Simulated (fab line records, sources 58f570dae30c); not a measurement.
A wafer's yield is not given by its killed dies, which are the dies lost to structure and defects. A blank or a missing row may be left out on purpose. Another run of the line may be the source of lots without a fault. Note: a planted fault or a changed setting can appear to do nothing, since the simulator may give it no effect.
One fault seen from 2 desks -- flow berkeley cmos170 -- each desk has only its own numbers; what lay behind them comes last

== AT THE TOOL OWNER'S DESK: implanter-03 ==
The tool's own readings at UCB170_PFIELD_IMPLANT_07: means of the sampled wafers that have a number, for each lot that ran on this tool. Marked OUT: a lot whose mean sits more than 4 standard deviations from the usual mean, which makes it out of limits; the brackets give that distance.
Columns: A = dose ions cm2 at UCB170_PFIELD_IMPLANT_07, usual 2e+13; B = faraday current uA at UCB170_PFIELD_IMPLANT_07, usual 63.5
lot,first seen here,A,B
L920,day 5 12:06,2e+13,63.0
L921,day 5 12:19,2e+13,64.1
L922,day 5 15:21,2e+13,63.5
L926,day 6 16:55,1e+13 (-99 or more) OUT,42.3 (-16) OUT
L931,day 7 05:00,1e+13 (-99 or more) OUT,41.5 (-17) OUT
This desk finds L926, L931 out of limits, L926 being first, at day 6 16:55 (dose ions cm2 at UCB170_PFIELD_IMPLANT_07). L920, L921, L922 stayed within limits.

== THE METROLOGY DESK ==
Means of the sampled wafers that have a number, per lot and without regard to the tool the lot ran on: this is what the gauges read. Marked OUT: a lot whose mean sits more than 4 standard deviations from the usual mean, which makes it out of limits; the brackets give that distance.
Columns: A = INCOMING_BOW at UCB170_START_BOW_MEAS_00, usual 0 um; B = PWELL_NITRIDE_THK at UCB170_PWELL_THK_MEAS_06, usual 220.0 nm; C = PFIELD_TW at UCB170_PFIELD_TW_MEAS_09, usual 603; D = PVT_OVL at UCB170_PVT_OVL_MEAS_06, usual -1 nm
lot,first seen here,A,B,C,D
L917,day 1 10:00,2,218.6,604,0
L918,day 1 15:02,2,218.6,603,4
L919,day 1 20:01,3,218.8,606,-0
L920,day 2 01:02,2,216.2,602,6
L921,day 2 06:00,-1,218.3,605,-5
L922,day 2 11:00,-4,220.4,600,-7
L925,day 3 02:01,-2,220.7,605,2
L926,day 3 07:01,2,221.4,535 (-21) OUT,4
L931,day 4 08:01,5,220.8,531 (-22) OUT,-1
L932,day 4 13:01,4,222.6,607,1
L934,day 4 23:00,4,220.8,596,-9
L936,day 5 09:00,3,222.5,605,2
L938,day 5 19:01,3,219.6,607,-2
L939,day 6 00:00,3,218.2,602,1
This desk finds L926, L931 out of limits, with the earliest case on L926 at day 6 17:08 (PFIELD_TW at UCB170_PFIELD_TW_MEAS_09). L917, L918, L919, L920, L921, L922, L925, L932, L934, L936, L938, L939 stayed within limits.

== PUT TOGETHER ==
The tool owner's desk could have raised an alarm at day 6 16:55, on L926, L931.
The metrology desk could have raised an alarm at day 6 17:08, on L926, L931.
UCB170_PFIELD_IMPLANT_07 was run on implanter-03 by each of the lots named.

== WHAT THE SIMULATOR HAD INSERTED ==
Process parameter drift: implanter-03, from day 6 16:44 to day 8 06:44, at UCB170_PFIELD_IMPLANT_07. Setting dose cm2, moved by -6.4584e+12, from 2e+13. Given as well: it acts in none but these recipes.
Struck lots among those shown: L926, L931.
Counting hours from when the fault started, the first reading out of limits came at 0 for the tool owner's desk and at 0 for the metrology desk.
